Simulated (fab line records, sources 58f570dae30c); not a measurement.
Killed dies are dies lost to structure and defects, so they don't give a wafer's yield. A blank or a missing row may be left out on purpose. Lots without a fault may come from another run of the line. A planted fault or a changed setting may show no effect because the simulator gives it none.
One fault seen from 2 desks | flow berkeley_cmos170 | each desk has only its own numbers; what lay behind them comes last

THE TOOL OWNER'S DESK: implanter-01
The tool's own readings at UCB170_NLDD_IMPLANT_09: means of the sampled wafers that have a number, for each lot that ran on this tool. A lot is out of limits, marked OUT, if its mean lies more than 4 standard deviations from the usual mean; the brackets give that distance.
Columns: A = dose_ions_cm2 at UCB170_NLDD_IMPLANT_09, usual 5e+13; B = faraday_current_uA at UCB170_NLDD_IMPLANT_09, usual 158.6
lot  | first seen here | A                       | B
L550 | day 6 16:26     | 5e+13                   | 159.9
L553 | day 7 13:07     | 5e+13                   | 160.3
L556 | day 8 02:16     | 5e+13                   | 156.5
L562 | day 9 03:13     | 5e+13                   | 158.5
L563 | day 9 18:48     | 4e+13 (-99 or more) OUT | 115.2 (-15) OUT
L567 | day 9 22:38     | 4e+13 (-99 or more) OUT | 114.6 (-15) OUT
L571 | day 10 23:16    | 4e+13 (-99 or more) OUT | 115.0 (-15) OUT
This desk's finding: out of limits on L563, L567, L571; first on L563, day 9 18:48 (dose_ions_cm2 at UCB170_NLDD_IMPLANT_09). In limits: L550, L553, L556, L562.

THE METROLOGY DESK
What the gauges read, lot by lot, whatever tool the lot ran on: means of the sampled wafers that have a number. A lot is out of limits, marked OUT, if its mean lies more than 4 standard deviations from the usual mean; the brackets give that distance.
Columns: A = PLDD_OVL at UCB170_PLDD_OVL_MEAS_07, usual -2 nm; B = NLDD_TW at UCB170_NLDD_TW_MEAS_11, usual 2200; C = PSD_TW at UCB170_PSD_TW_MEAS_10, usual 2299; D = NLDD_RS at UCB170_SDANNEAL_RS_MEAS_05, usual 616.0 ohm/sq
lot  | first seen here | A  | B               | C    | D
L550 | day 6 14:19     | 2  | 2222            | 2330 | 613.8
L549 | day 6 14:38     | 3  | 2219            | 2288 | 616.0
L552 | day 6 21:29     | -4 | 2217            | 2293 | 614.3
L551 | day 6 21:50     | -4 | 2215            | 2320 | 616.5
L553 | day 7 10:45     | -5 | 2184            | 2280 | 617.8
L554 | day 7 11:01     | -1 | 2184            | 2329 | 614.2
L556 | day 8 00:05     | 6  | 2211            | 2309 | 615.9
L558 | day 8 12:35     | -8 | 2210            | 2276 | 617.3
L559 | day 8 12:53     | 2  | 2208            | 2279 | 616.7
L560 | day 8 12:57     | -4 | 2185            | 2312 | 614.9
L561 | day 8 13:10     | 2  | 2172            | 2309 | 616.4
L562 | day 9 00:22     | 1  | 2188            | 2316 | 615.7
L563 | day 9 16:17     | 2  | 2135            | 2304 | 681.4 (+41) OUT
L567 | day 9 20:19     | -3 | 2122 (-4.4) OUT | 2278 | 681.7 (+41) OUT
L571 | day 10 20:50    | -4 | 2090 (-6.1) OUT | 2284 | 683.4 (+42) OUT
This desk's finding: out of limits on L563, L567, L571; first on L567, day 9 22:53 (NLDD_TW at UCB170_NLDD_TW_MEAS_11). In limits: L550, L549, L552, L551, L553, L554, L556, L558, L559, L560, L561, L562.

PUT TOGETHER
The tool owner's desk could have raised an alarm at day 9 18:48, on L563, L567, L571.
The metrology desk could have raised an alarm at day 9 22:53, on L563, L567, L571.
Of the lots named, all ran UCB170_NLDD_IMPLANT_09 on implanter-01.

WHAT THE SIMULATOR HAD PUT IN
Process parameter drift: implanter-01, from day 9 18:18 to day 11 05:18, at UCB170_NLDD_IMPLANT_09. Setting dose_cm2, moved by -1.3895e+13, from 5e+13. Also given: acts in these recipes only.
Lots struck among those shown: L563, L567, L571.
Hours from the fault's start to each desk's first reading out of limits: the tool owner's desk, 0; the metrology desk, 5.
